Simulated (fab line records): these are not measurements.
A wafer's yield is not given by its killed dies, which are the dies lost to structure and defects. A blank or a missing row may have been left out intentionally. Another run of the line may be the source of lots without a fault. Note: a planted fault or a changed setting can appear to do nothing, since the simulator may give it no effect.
fab line records :: flow rit-cmos
record
  lots=14
  wafers=42
  last-day=8
route steps=202 shown M1@192
lots with no fault: from the same line, run without faults
start-h: hours from the record's first day to the start of the lot's first wafer shown :: wait-h: time in hours since the lot's previous step :: " same as the row above :: L1.1+2: several wafers, shown together as one row :: - no value, or no start was given :: * or withheld: withheld :: < > ~ a bound
route shown NAME@n: names a module that has steps shown in the file, with the first one's number in the route :: usual: mean and standard deviation over wafers with no fault :: same: alike in all rows :: chamber/n: place in a boat :: sites: readings site by site :: _std_site: how widely they spread, as a standard deviation :: _edge_site: inner sites' mean taken away from outer sites' mean :: radius-mm: for every site, how far away it sits from the centre of the wafer :: mask NAME#n: copy n :: behind: the last tool/chamber to shape the wafer :: hold: why the lot went on hold/how many hours it stayed there/how the hold came to an end :: device: transistor that didn't switch, given as n, p or np :: end of line: the route-end tests of the same wafers :: a step with no rows: only its recipe :: killed: dies lost to structure and defects at the first sort, not the wafer's yield :: map: the dies of a wafer, with x for killed, . for not killed, _ for no die there
set.NAME: the setting the step ran with; set.NAME@STEP: the setting that earlier step ran with :: model.NAME: the simulator's own value behind a step, which no gauge read
one table for each step of the route and one row for each wafer, over a sample of lots
## steps
# step RIT_M1_DEVELOP_08
# recipe
  resist=NOVOLAK
  develop-time-s=68
  dev-temp-c=23
# usual
  developer-temp-C=23.01/0.11
  resist-line-temp-C=22.99/0.12
lot.wafer: L508.1
tool: litho-track-04
chamber: 0
start-h: 58
wait-h: -
developer-temp-C: 23.10
resist-line-temp-C: 23.20

lot.wafer: L508.3
tool: litho-track-04
chamber: 0
start-h: 58
wait-h: -
developer-temp-C: 23.01
resist-line-temp-C: 23.08

lot.wafer: L508.4
tool: litho-track-04
chamber: 0
start-h: 58
wait-h: -
developer-temp-C: 23.16
resist-line-temp-C: 23.16

lot.wafer: L509.2
tool: litho-track-02
chamber: 0
start-h: 63
wait-h: -
developer-temp-C: 22.89
resist-line-temp-C: 22.94

lot.wafer: L509.3
tool: litho-track-02
chamber: 0
start-h: 63
wait-h: -
developer-temp-C: 23.00
resist-line-temp-C: 23.11

lot.wafer: L509.6
tool: litho-track-02
chamber: 0
start-h: 63
wait-h: -
developer-temp-C: 22.86
resist-line-temp-C: 23.01

lot.wafer: L510.2
tool: litho-track-04
chamber: 0
start-h: 68
wait-h: -
developer-temp-C: 22.89
resist-line-temp-C: 22.89

lot.wafer: L510.3
tool: litho-track-04
chamber: 0
start-h: 68
wait-h: -
developer-temp-C: 22.99
resist-line-temp-C: 22.99

lot.wafer: L510.6
tool: litho-track-04
chamber: 0
start-h: 68
wait-h: -
developer-temp-C: 22.88
resist-line-temp-C: 23.00

lot.wafer: L511.1
tool: litho-track-02
chamber: 0
start-h: 74
wait-h: -
developer-temp-C: 23.01
resist-line-temp-C: 23.01

lot.wafer: L511.2
tool: litho-track-02
chamber: 0
start-h: 74
wait-h: -
developer-temp-C: 23.00
resist-line-temp-C: 22.98

lot.wafer: L511.6
tool: litho-track-02
chamber: 0
start-h: 74
wait-h: -
developer-temp-C: 22.97
resist-line-temp-C: 23.18

lot.wafer: L512.1
tool: litho-track-02
chamber: 0
start-h: 82
wait-h: -
developer-temp-C: 22.39
resist-line-temp-C: 23.02

lot.wafer: L512.4
tool: litho-track-02
chamber: 0
start-h: 82
wait-h: -
developer-temp-C: 22.22
resist-line-temp-C: 22.92

lot.wafer: L512.6
tool: litho-track-02
chamber: 0
start-h: 82
wait-h: -
developer-temp-C: 22.41
resist-line-temp-C: 22.99

lot.wafer: L515.2
tool: litho-track-02
chamber: 0
start-h: 94
wait-h: -
developer-temp-C: 22.17
resist-line-temp-C: 23.04

lot.wafer: L515.5
tool: litho-track-02
chamber: 0
start-h: 94
wait-h: -
developer-temp-C: 22.10
resist-line-temp-C: 22.84

lot.wafer: L515.6
tool: litho-track-02
chamber: 0
start-h: 94
wait-h: -
developer-temp-C: 22.13
resist-line-temp-C: 22.94

lot.wafer: L521.2
tool: litho-track-01
chamber: 0
start-h: 129
wait-h: -
developer-temp-C: 23.04
resist-line-temp-C: 22.71

lot.wafer: L521.3
tool: litho-track-01
chamber: 0
start-h: 129
wait-h: -
developer-temp-C: 23.24
resist-line-temp-C: 22.93

lot.wafer: L521.4
tool: litho-track-01
chamber: 0
start-h: 129
wait-h: -
developer-temp-C: 23.09
resist-line-temp-C: 22.80

lot.wafer: L523.1
tool: litho-track-01
chamber: 0
start-h: 137
wait-h: -
developer-temp-C: 22.94
resist-line-temp-C: 23.11

lot.wafer: L523.5
tool: litho-track-01
chamber: 0
start-h: 137
wait-h: -
developer-temp-C: 22.96
resist-line-temp-C: 23.17

lot.wafer: L523.6
tool: litho-track-01
chamber: 0
start-h: 137
wait-h: -
developer-temp-C: 22.97
resist-line-temp-C: 23.15

lot.wafer: L522.2
tool: litho-track-01
chamber: 0
start-h: 138
wait-h: -
developer-temp-C: 23.02
resist-line-temp-C: 22.90

lot.wafer: L522.5
tool: litho-track-01
chamber: 0
start-h: 138
wait-h: -
developer-temp-C: 22.99
resist-line-temp-C: 22.87

lot.wafer: L522.6
tool: litho-track-01
chamber: 0
start-h: 138
wait-h: -
developer-temp-C: 23.02
resist-line-temp-C: 23.06

lot.wafer: L526.1
tool: litho-track-02
chamber: 0
start-h: 162
wait-h: -
developer-temp-C: 22.86
resist-line-temp-C: 23.03

lot.wafer: L526.2
tool: litho-track-02
chamber: 0
start-h: 162
wait-h: -
developer-temp-C: 22.98
resist-line-temp-C: 22.88

lot.wafer: L526.4
tool: litho-track-02
chamber: 0
start-h: 163
wait-h: -
developer-temp-C: 23.06
resist-line-temp-C: 22.99

lot.wafer: L527.2
tool: litho-track-01
chamber: 0
start-h: 170
wait-h: -
developer-temp-C: 23.13
resist-line-temp-C: 23.02

lot.wafer: L527.4
tool: litho-track-01
chamber: 0
start-h: 170
wait-h: -
developer-temp-C: 23.21
resist-line-temp-C: 22.91

lot.wafer: L527.5
tool: litho-track-01
chamber: 0
start-h: 170
wait-h: -
developer-temp-C: 23.22
resist-line-temp-C: 22.91

lot.wafer: L528.3
tool: litho-track-04
chamber: 0
start-h: 170
wait-h: -
developer-temp-C: 22.99
resist-line-temp-C: 22.74

lot.wafer: L528.4
tool: litho-track-04
chamber: 0
start-h: 170
wait-h: -
developer-temp-C: 22.83
resist-line-temp-C: 22.81

lot.wafer: L528.5
tool: litho-track-04
chamber: 0
start-h: 170
wait-h: -
developer-temp-C: 23.06
resist-line-temp-C: 22.93

lot.wafer: L531.2
tool: litho-track-02
chamber: 0
start-h: 188
wait-h: -
developer-temp-C: 22.91
resist-line-temp-C: 23.05

lot.wafer: L531.4
tool: litho-track-02
chamber: 0
start-h: 188
wait-h: -
developer-temp-C: 22.96
resist-line-temp-C: 22.98

lot.wafer: L531.6
tool: litho-track-02
chamber: 0
start-h: 188
wait-h: -
developer-temp-C: 22.96
resist-line-temp-C: 22.97

lot.wafer: L530.1
tool: litho-track-02
chamber: 0
start-h: 188
wait-h: -
developer-temp-C: 22.87
resist-line-temp-C: 23.00

lot.wafer: L530.2
tool: litho-track-02
chamber: 0
start-h: 188
wait-h: -
developer-temp-C: 23.08
resist-line-temp-C: 23.05

lot.wafer: L530.6
tool: litho-track-02
chamber: 0
start-h: 188
wait-h: -
developer-temp-C: 23.05
resist-line-temp-C: 23.09
# step RIT_M1_PROBE_99
# usual
  defect-limited-yield=97.2/1.2
  killed-at-contacts=0.1/0.27
  killed-at-front-end=7/3.1
  killed-dies=7/3.2
  killed-open=3.8/2.1
  killed-short=3.6/2
  sort_bin_3_pad_short=0.1/0.22
  sort_bin_5_function=1.7/0.8
  sort_bin_6_memory=1.0/0.64
  sort-n-pass=257/3.2
  sort-yield-pct=97.2/1.2
# same
  gross-dies=264
  killed_at_M0_to_M3=0
  killed_at_M4_up=0
  killed-at-back-side=0
  killed-at-other=0
lot.wafer: L515.2
tool: prober-02
chamber: -
start-h: 97.06
wait-h: 0.1
defect-limited-yield[%]: 98.5
killed-at-contacts: 0
killed-at-front-end: 4
killed-dies: 4
killed-open: 2
killed-short: 2
sort_bin_3_pad_short[%]: 0
sort_bin_5_function[%]: 0.4
sort_bin_6_memory[%]: 1.1
sort-n-pass: 260
sort-yield-pct[%]: 98.5

lot.wafer: L515.5
tool: prober-02
chamber: -
start-h: 97.21
wait-h: 0.2
defect-limited-yield[%]: 97.7
killed-at-contacts: 0
killed-at-front-end: 6
killed-dies: 6
killed-open: 3
killed-short: 3
sort_bin_3_pad_short[%]: 0
sort_bin_5_function[%]: 1.5
sort_bin_6_memory[%]: 0.8
sort-n-pass: 258
sort-yield-pct[%]: 97.7

lot.wafer: L515.6
tool: prober-02
chamber: -
start-h: 97.26
wait-h: 0.2
defect-limited-yield[%]: 95.8
killed-at-contacts: 0
killed-at-front-end: 11
killed-dies: 11
killed-open: 7
killed-short: 4
sort_bin_3_pad_short[%]: 0.4
sort_bin_5_function[%]: 2.3
sort_bin_6_memory[%]: 1.5
sort-n-pass: 253
sort-yield-pct[%]: 95.8

lot.wafer: L521.2
tool: prober-02
chamber: -
start-h: 132.16
wait-h: 0.1
defect-limited-yield[%]: 99.6
killed-at-contacts: 0
killed-at-front-end: 1
killed-dies: 1
killed-open: 1
killed-short: 0
sort_bin_3_pad_short[%]: 0
sort_bin_5_function[%]: 0.4
sort_bin_6_memory[%]: 0
sort-n-pass: 263
sort-yield-pct[%]: 99.6

lot.wafer: L521.3
tool: prober-02
chamber: -
start-h: 132.21
wait-h: 0.2
defect-limited-yield[%]: 98.1
killed-at-contacts: 0
killed-at-front-end: 5
killed-dies: 5
killed-open: 3
killed-short: 2
sort_bin_3_pad_short[%]: 0
sort_bin_5_function[%]: 0.8
sort_bin_6_memory[%]: 1.1
sort-n-pass: 259
sort-yield-pct[%]: 98.1

lot.wafer: L521.4
tool: prober-02
chamber: -
start-h: 132.26
wait-h: 0.2
defect-limited-yield[%]: 98.9
killed-at-contacts: 0
killed-at-front-end: 3
killed-dies: 3
killed-open: 1
killed-short: 2
sort_bin_3_pad_short[%]: 0
sort_bin_5_function[%]: 0.8
sort_bin_6_memory[%]: 0.4
sort-n-pass: 261
sort-yield-pct[%]: 98.9

lot.wafer: L526.1
tool: prober-01
chamber: -
start-h: 165.76
wait-h: 0.1
defect-limited-yield[%]: 98.5
killed-at-contacts: 1
killed-at-front-end: 3
killed-dies: 4
killed-open: 4
killed-short: 0
sort_bin_3_pad_short[%]: 0
sort_bin_5_function[%]: 1.1
sort_bin_6_memory[%]: 0.4
sort-n-pass: 260
sort-yield-pct[%]: 98.5

lot.wafer: L526.2
tool: prober-01
chamber: -
start-h: 165.81
wait-h: 0.1
defect-limited-yield[%]: 96.2
killed-at-contacts: 1
killed-at-front-end: 9
killed-dies: 10
killed-open: 1
killed-short: 9
sort_bin_3_pad_short[%]: 1.1
sort_bin_5_function[%]: 1.5
sort_bin_6_memory[%]: 1.1
sort-n-pass: 254
sort-yield-pct[%]: 96.2

lot.wafer: L526.4
tool: prober-01
chamber: -
start-h: 165.91
wait-h: 0.2
defect-limited-yield[%]: 98.1
killed-at-contacts: 0
killed-at-front-end: 5
killed-dies: 5
killed-open: 4
killed-short: 1
sort_bin_3_pad_short[%]: 0
sort_bin_5_function[%]: 1.1
sort_bin_6_memory[%]: 0.8
sort-n-pass: 259
sort-yield-pct[%]: 98.1
# killed by level:class
L515.2 GATE:geometric-particle:short=1 REOX:geometric-particle:open=1 SPACER:geometric-particle:open=1 SILICIDE:geometric-particle:short=1
L515.5 FOX1:geometric-particle:short=1 GATE:geometric-particle:open=1 REOX:geometric-particle:open=1 SPACER:geometric-particle:short=1 SPACER:geometric-particle:open=1 SILICIDE:geometric-particle:short=1
L515.6 GATE:geometric-particle:open=4 GATE:geometric-particle:short=3 SILICIDE:geometric-particle:open=2 REOX:geometric-particle:short=1 SPACER:geometric-particle:open=1
L521.2 GATE:geometric-particle:open=1
L521.3 FOX1:geometric-particle:short=1 GATE:geometric-particle:open=1 SPACER:geometric-particle:open=1 SILICIDE:geometric-particle:short=1 SILICIDE:geometric-particle:open=1
L521.4 SPACER:geometric-particle:short=2 REOX:geometric-particle:open=1
L526.1 SPACER:geometric-particle:open=2 FOX1:geometric-particle:open=1 CONTACT:geometric-particle:open=1
L526.2 FOX1:geometric-particle:short=3 SPACER:geometric-particle:short=2 GATE:geometric-particle:short=1 REOX:geometric-particle:short=1 SPACER:geometric-particle:open=1 SILICIDE:geometric-particle:short=1 CONTACT:geometric-particle:short=1
L526.4 SPACER:geometric-particle:open=3 GATE:geometric-particle:short=1 SILICIDE:geometric-particle:open=1
## key
first-sign
  step=RIT_M1_DEVELOP_08
  reading=developer-temp-C
  direction=down
  sigmas=7.2
  usual=*
  struck=*
effect none on later readings
met-at RIT_M1_DEVELOP_08
struck-lots L512,L515
onset-between 74 82
fault
  kind=process-parameter-drift
  tool=litho-track-02
  chamber=-
  onset-h=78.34
  steps=RIT_M1_DEVELOP_08
  channel=dev-temp-c
  offset=*
  shape=step
  end-h=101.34
  acts-in=*
  stated=*
